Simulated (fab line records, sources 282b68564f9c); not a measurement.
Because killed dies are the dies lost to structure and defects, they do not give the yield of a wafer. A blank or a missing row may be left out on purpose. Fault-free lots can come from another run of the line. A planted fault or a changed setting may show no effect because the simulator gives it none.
fab line records	flow rit-cmos
record: lots: 16	wafers: 48	last-day: 7
route steps=202 shown SILICIDE@165
lots that met no fault: from a run of the same line without faults
start-h: the number of hours between the record's first day and the start of the first shown wafer of the lot	wait-h: hours since the lot's step before	" as in the row above	L1.1+2: one row covering several wafers at once	- value missing, or start not given	* or withheld: withheld	< > ~ a bound
route shown NAME@n: a module of which the file shows steps, and the number in the route of the first	usual: mean and standard deviation over wafers with no fault	same: alike in all rows	chamber/n: place in a boat	sites: per-site readings	_std_site: the values' standard deviation	_edge_site: the outer-site mean with the inner-site mean subtracted	radius-mm: how far each site lies from the wafer's centre	mask NAME#n: copy n	behind: tool/chamber where the wafer was last shaped	hold: what put the lot on hold/how long, in hours/how the hold closed	device: the transistor (n, p or np) that didn't switch	end of line: the same wafers' tests at the end of the route	a step given without rows: its recipe and nothing more	killed: not the wafer's yield, but the dies lost to structure and defects at the first sort	map: per-die view of a wafer (x killed, . not killed, _ where there is no die)
set.NAME: the setting that was run; set.NAME@STEP: the one run at that earlier step	model.NAME: the simulator's own value behind a step, which no gauge read
one table for each step of the route and one row for each wafer, over a sample of lots
== steps ==
step: RIT_SILICIDE_RTA_04
recipe: temp-c: 650	time-s: 10	idle-temp-c: 25	ramp-up-s: 5	ramp-down-s: 5	cool-to-c: 25	ambient: N2
usual: wafer_temp_C_max: 652.3/0.59
lot.wafer	tool	chamber	start-h	wait-h	wafer_temp_C_max
L484.2	rtp-anneal-02	0	74.75	0.1	651.5
L484.3	"	0	"	"	651.3
L484.5	"	0	"	"	652.5
L485.4	rtp-anneal-01	0	87.64	0.1	651.9
L485.5	"	0	"	"	651.4
L485.6	"	0	"	"	651.5
L486.1	rtp-anneal-02	0	91.41	0.1	652.5
L486.4	"	0	"	"	652.3
L486.5	"	0	"	"	652.5
L488.4	rtp-anneal-01	0	100.11	0.1	651.2
L488.5	"	0	"	"	651.8
L488.6	"	0	"	"	651.5
L489.4	rtp-anneal-01	0	100.49	0.1	651.9
L489.5	"	0	"	"	652.0
L489.6	"	0	"	"	651.3
L490.1	rtp-anneal-01	0	118.97	0.1	651.1
L490.3	"	0	"	"	651.2
L490.4	"	0	"	"	651.5
L491.1	rtp-anneal-01	0	119.12	0.1	651.9
L491.3	"	0	"	"	652.1
L491.4	"	0	"	"	652.3
L492.2	rtp-anneal-02	0	127.45	0.1	652.7
L492.4	"	0	"	"	652.1
L492.5	"	0	"	"	653.0
L494.2	rtp-anneal-02	0	127.77	0.1	651.8
L494.4	"	0	"	"	652.3
L494.6	"	0	"	"	652.5
L496.2	rtp-anneal-02	0	132.90	0.1	652.6
L496.3	"	0	"	"	652.5
L496.4	"	0	"	"	652.2
L495.1	rtp-anneal-02	0	133.12	0.1	653.7
L495.3	"	0	"	"	651.9
L495.6	"	0	"	"	652.7
L497.1	rtp-anneal-02	0	136.26	0.1	722.4
L497.3	"	0	"	"	722.2
L497.5	"	0	"	"	722.5
L498.1	rtp-anneal-02	0	137.02	0.1	722.4
L498.3	"	0	"	"	722.5
L498.5	"	0	"	"	722.2
L500.1	rtp-anneal-02	0	145.58	0.1	722.3
L500.5	"	0	"	"	723.0
L500.6	"	0	"	"	722.0
L499.1	rtp-anneal-02	0	145.91	0.1	722.6
L499.4	"	0	"	"	723.0
L499.6	"	0	"	"	723.5
L502.1	rtp-anneal-01	0	149.85	0.1	652.3
L502.3	"	0	"	"	652.2
L502.6	"	0	"	"	652.7
== key ==
first-sign: step: RIT_SILICIDE_RTA_04	reading: wafer_temp_C_max	direction: up	sigmas: 99+	usual: *	struck: *
effect none on later readings
met-at RIT_SILICIDE_RTA_04
struck-lots L497,L498,L499,L500
tester-left-out L497,L498,L499,L500
onset-between 133.12 136.26
fault: kind: process-parameter-drift	tool: rtp-anneal-02	chamber: -	onset-h: 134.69	steps: RIT_SILICIDE_RTA_04	channel: temp-c	offset: *	shape: step	end-h: 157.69	acts-in: *	stated: *
tester-left-out: of these lots the tester's yield and bins aren't shown, on N5 and GAA mostly nor the transistor test; their killed dies are dies lost to structure and defects alone, not to doping, threshold or leakage, so they don't give the yield
